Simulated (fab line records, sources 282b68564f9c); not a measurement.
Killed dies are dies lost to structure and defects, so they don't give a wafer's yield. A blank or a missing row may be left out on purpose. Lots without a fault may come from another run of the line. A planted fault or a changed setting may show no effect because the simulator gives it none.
fab line records | flow rit_cmos
record lots=14 wafers=42 last_day=7
route steps=202 shown PWELL@47 M1@202
lots that met no fault: from a run of the same line without faults
start_h: hours from the record's first day to the start of the lot's first wafer shown | wait_h: hours since the lot's step before | " the same as in the row above | L1.1+2: a row that stands for several wafers | - no value, or no start given | * or withheld: withheld | < > ~ a bound
route shown NAME@n: a module of which the file shows steps, and the number in the route of the first | usual: mean/standard deviation of fault-free wafers | same: alike in all rows | chamber/n: place in a boat | sites: the reading at each site | _std_site: their standard deviation | _edge_site: outer sites' mean less inner sites' | radius_mm: how far each site lies from the wafer's centre | mask NAME#n: copy n | behind: the tool/chamber that last shaped the wafer | hold: why the lot was held/for how many hours/how that ended | device: the transistor (n, p or np) that didn't switch | end of line: the same wafers' tests at the end of the route | a step without rows: its recipe alone | killed: dies lost to structure and defects at the first sort, not the wafer's yield | map: a wafer's dies, x killed, . not, _ none there
set.NAME: the setting as run; set.NAME@STEP: as run at that earlier step | model.NAME: the simulator's own value behind a step, which no gauge read
steps of the route over a sample of lots; a table a step, a row a wafer
services: from which hour (start_h, from the record's first day; less than 0 if before it) a tool's chamber was out of use, for how many hours, and why
## steps
# step RIT_PWELL_IMPLANT_08
# recipe species=B energy_kev=170 dose_cm2=7e+13 tilt_deg=7
# usual dose_ions_cm2=7e+13/8.3e+10
# columns lot.wafer tool chamber start_h wait_h dose_ions_cm2
L236.1 implanter-03 0 23.67 0.2 6.998e+13
L236.4 " 0 " " 7.001e+13
L236.5 " 0 " " 7.017e+13
L238.1 implanter-03 0 34.28 0.2 7.012e+13
L238.2 " 0 " " 7.011e+13
L238.3 " 0 " " 7.017e+13
L239.2 implanter-04 0 38.23 0.2 6.992e+13
L239.5 " 0 " " 6.998e+13
L239.6 " 0 " " 7.007e+13
L240.1 implanter-04 0 42.21 0.2 7.003e+13
L240.2 " 0 " " 7.016e+13
L240.5 " 0 " " 7.01e+13
L241.3 implanter-01 0 47.19 0.2 6.994e+13
L241.5 " 0 " " 6.997e+13
L241.6 " 0 " " 7.004e+13
L242.2 implanter-01 0 55.77 0.2 6.991e+13
L242.3 " 0 " " 7.008e+13
L242.5 " 0 " " 7e+13
L243.1 implanter-01 0 58.71 0.2 6.993e+13
L243.2 " 0 " " 7.009e+13
L243.5 " 0 " " 7.006e+13
L244.1 implanter-03 0 66.67 0.2 7.003e+13
L244.4 " 0 " " 6.996e+13
L244.5 " 0 " " 7.006e+13
L245.1 implanter-04 0 68.42 0.2 6.891e+13
L245.3 " 0 " " 6.885e+13
L245.4 " 0 " " 6.88e+13
L246.1 implanter-04 0 72.22 0.2 6.896e+13
L246.3 " 0 " " 6.877e+13
L246.5 " 0 " " 6.893e+13
L252.1 implanter-01 0 107.27 0.2 6.994e+13
L252.3 " 0 " " 6.996e+13
L252.6 " 0 " " 6.994e+13
L257.1 implanter-01 0 127.72 0.2 6.993e+13
L257.3 " 0 " " 6.988e+13
L257.5 " 0 " " 6.986e+13
L258.1 implanter-01 0 132.19 0.2 6.997e+13
L258.4 " 0 " " 6.997e+13
L258.5 " 0 " " 7.004e+13
L259.1 implanter-04 0 137.10 0.2 7.006e+13
L259.2 " 0 " " 7.001e+13
L259.6 " 0 " " 7e+13
# step RIT_WELLDRIVE_RS_MEAS_02
# recipe thk_meas_gauge=four-point-probe
# usual PWELL_RS=429.1/1.1
# columns lot.wafer tool chamber start_h wait_h hold PWELL_RS[ohm/sq]
L236.1 film_metro-02 - 29.25 0.1 - 427.7
L236.4 " - " " - 428.8
L236.5 " - " " - 429.3
L238.1 film_metro-04 - 39.87 0.1 - 429.7
L238.2 " - " " - 427.2
L238.3 " - " " - 429.1
L239.2 film_metro-02 - 43.81 0.1 - 428.4
L239.5 " - " " - 427.6
L239.6 " - " " - 428.3
L240.1 film_metro-04 - 47.79 0.1 - 429.6
L240.2 " - " " - 429.5
L240.5 " - " " - 429.6
L241.3 film_metro-02 - 53.13 0.1 - 428.0
L241.5 " - " " - 428.7
L241.6 " - " " - 428.8
L242.2 film_metro-02 - 61.35 0.1 - 428.6
L242.3 " - " " - 428.0
L242.5 " - " " - 428.3
L243.1 film_metro-02 - 64.30 0.1 - 431.8
L243.2 " - " " - 430.1
L243.5 " - " " - 430.4
L244.1 film_metro-01 - 72.26 0.1 - 427.6
L244.4 " - " " - 426.2
L244.5 " - " " - 429.0
L245.1 film_metro-04 - 75.19 0.1 await_dispo/0.2h/release 433.4
L245.3 " - " " await_dispo/0.2h/release 433.3
L245.4 " - " " await_dispo/0.2h/release 434.3
L245.1 film_metro-04 - 75.47 0.3 - 432.9
L245.3 " - " " - 433.6
L245.4 " - " " - 434.7
L246.1 film_metro-02 - 79.53 0.1 await_dispo/0.2h/release 433.1
L246.3 " - " " await_dispo/0.2h/release 433.5
L246.5 " - " " await_dispo/0.2h/release 433.7
L246.1 film_metro-02 - 79.82 0.3 - 432.4
L246.3 " - " " - 433.4
L246.5 " - " " - 434.4
L252.1 film_metro-01 - 113.08 0.1 - 428.7
L252.3 " - " " - 429.6
L252.6 " - " " - 428.5
L257.1 film_metro-01 - 134.29 0.1 - 428.9
L257.3 " - " " - 428.0
L257.5 " - " " - 429.1
L258.1 film_metro-01 - 138.85 0.1 - 428.4
L258.4 " - " " - 430.7
L258.5 " - " " - 428.0
L259.1 film_metro-04 - 142.69 0.1 - 431.0
L259.2 " - " " - 430.1
L259.6 " - " " - 431.3
# step RIT_M1_PROBE_99
# usual killed_at_contacts=0.1/0.29 killed_at_front_end=7/3 killed_dies=7/3 killed_on_rim=1.7/1.4 killed_open=3.2/2 killed_short=3.5/2.1
# same gross_dies=264 killed_at_M0_to_M3=0 killed_at_M4_up=0 killed_at_back_side=0 killed_at_other=0
# columns lot.wafer tool chamber start_h wait_h killed_at_contacts killed_at_front_end killed_dies killed_on_rim killed_open killed_short
L236.1 prober-02 - 57.56 0.1 0 2 2 0 1 1
L236.4 prober-02 - 57.71 0.2 0 3 3 2 2 1
L236.5 prober-02 - 57.76 0.2 0 6 6 2 2 4
L238.1 prober-02 - 70.05 0.1 0 10 10 4 4 6
L238.2 prober-02 - 70.10 0.1 0 12 12 6 5 7
L238.3 prober-02 - 70.15 0.2 1 12 13 4 2 11
L245.1 prober-01 - 112.11 0.1 0 2 2 0 1 1
L245.3 prober-01 - 112.21 0.2 0 6 6 0 3 3
L245.4 prober-01 - 112.26 0.2 0 5 5 0 4 1
L246.1 prober-02 - 114.80 0.1 0 3 3 1 1 2
L246.3 prober-02 - 114.90 0.2 0 5 5 1 2 2
L246.5 prober-02 - 115.00 0.2 0 8 8 0 5 3
L257.1 prober-01 - 164.31 0.1 0 7 7 1 6 1
L257.3 prober-01 - 164.41 0.2 0 6 6 2 1 5
L257.5 prober-01 - 164.51 0.2 0 6 6 3 4 2
# killed by level:class
L236.1 GATE:geometric_particle:open=1 REOX:geometric_particle:short=1
L236.4 FOX2:geometric_particle:open=1 GATE:geometric_particle:short=1 SILICIDE:geometric_particle:open=1
L236.5 GATE:geometric_particle:short=2 SPACER:geometric_particle:open=2 FOX1:geometric_particle:short=1 SILICIDE:geometric_particle:short=1
L238.1 GATE:geometric_particle:short=2 FOX1:geometric_particle:open=1 FOX1:geometric_particle:short=1 FOX2:geometric_particle:open=1 REOX:geometric_particle:open=1 REOX:geometric_particle:short=1 SPACER:geometric_particle:short=1 SILICIDE:geometric_particle:open=1
L238.2 FOX1:geometric_particle:open=4 REOX:geometric_particle:short=3 GATE:geometric_particle:short=2 FOX1:geometric_particle:short=1 REOX:geometric_particle:open=1 SPACER:geometric_particle:short=1
L238.3 FOX1:geometric_particle:short=3 GATE:geometric_particle:short=3 REOX:geometric_particle:short=2 SILICIDE:geometric_particle:short=2 FOX1:geometric_particle:open=1 GATE:geometric_particle:open=1 CONTACT:geometric_particle:short=1
L245.1 FOX1:geometric_particle:short=1 REOX:geometric_particle:open=1
L245.3 GATE:geometric_particle:short=2 SPACER:geometric_particle:open=2 REOX:geometric_particle:short=1 SILICIDE:geometric_particle:open=1
L245.4 GATE:geometric_particle:open=2 SPACER:geometric_particle:open=2 SPACER:geometric_particle:short=1
L246.1 GATE:geometric_particle:short=2 ACTIVE:geometric_particle:open=1
L246.3 GATE:geometric_particle:short=1 GATE:geometric_particle:open=1 REOX:geometric_particle:short=1 SPACER:geometric_particle:open=1 NRETRO:coat_microbubble_printed=1
L246.5 FOX1:geometric_particle:open=2 GATE:geometric_particle:short=2 FOX1:geometric_particle:short=1 GATE:geometric_particle:open=1 SPACER:geometric_particle:open=1 SILICIDE:geometric_particle:open=1
L257.1 GATE:geometric_particle:open=3 REOX:geometric_particle:open=2 FOX1:geometric_particle:open=1 GATE:geometric_particle:short=1
L257.3 GATE:geometric_particle:short=2 SILICIDE:geometric_particle:short=2 SPACER:geometric_particle:short=1 SILICIDE:geometric_particle:open=1
L257.5 SILICIDE:geometric_particle:open=3 GATE:geometric_particle:open=1 GATE:geometric_particle:short=1 SILICIDE:geometric_particle:short=1
## services
# columns tool chamber start_h hours kind
implanter-01 - 67.17 1.5 repair
implanter-01 - 70.49 13.5 repair
implanter-03 - 72.41 9.4 repair
implanter-04 - 103.32 1.2 repair
## key
first_sign step=RIT_PWELL_IMPLANT_08 reading=dose_ions_cm2 direction=down sigmas=14 usual=7e+13 struck=6.887e+13
effect step=RIT_WELLDRIVE_RS_MEAS_02 reading=visit direction=added
met_at RIT_PWELL_IMPLANT_08
struck_lots L245,L246
tester_left_out L245,L246
onset_between 42.21 68.42
fault kind=process_parameter_drift tool=implanter-04 chamber=- onset_h=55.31 steps=RIT_PWELL_IMPLANT_08 channel=dose_cm2 offset=-1.1385e+12 shape=step end_h=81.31 acts_in=these_recipes_only stated=7e+13
# tester_left_out: of these lots the tester's yield and bins aren't shown, on N5 and GAA mostly nor the transistor test; their killed dies are dies lost to structure and defects alone, not to doping, threshold or leakage, so they don't give the yield
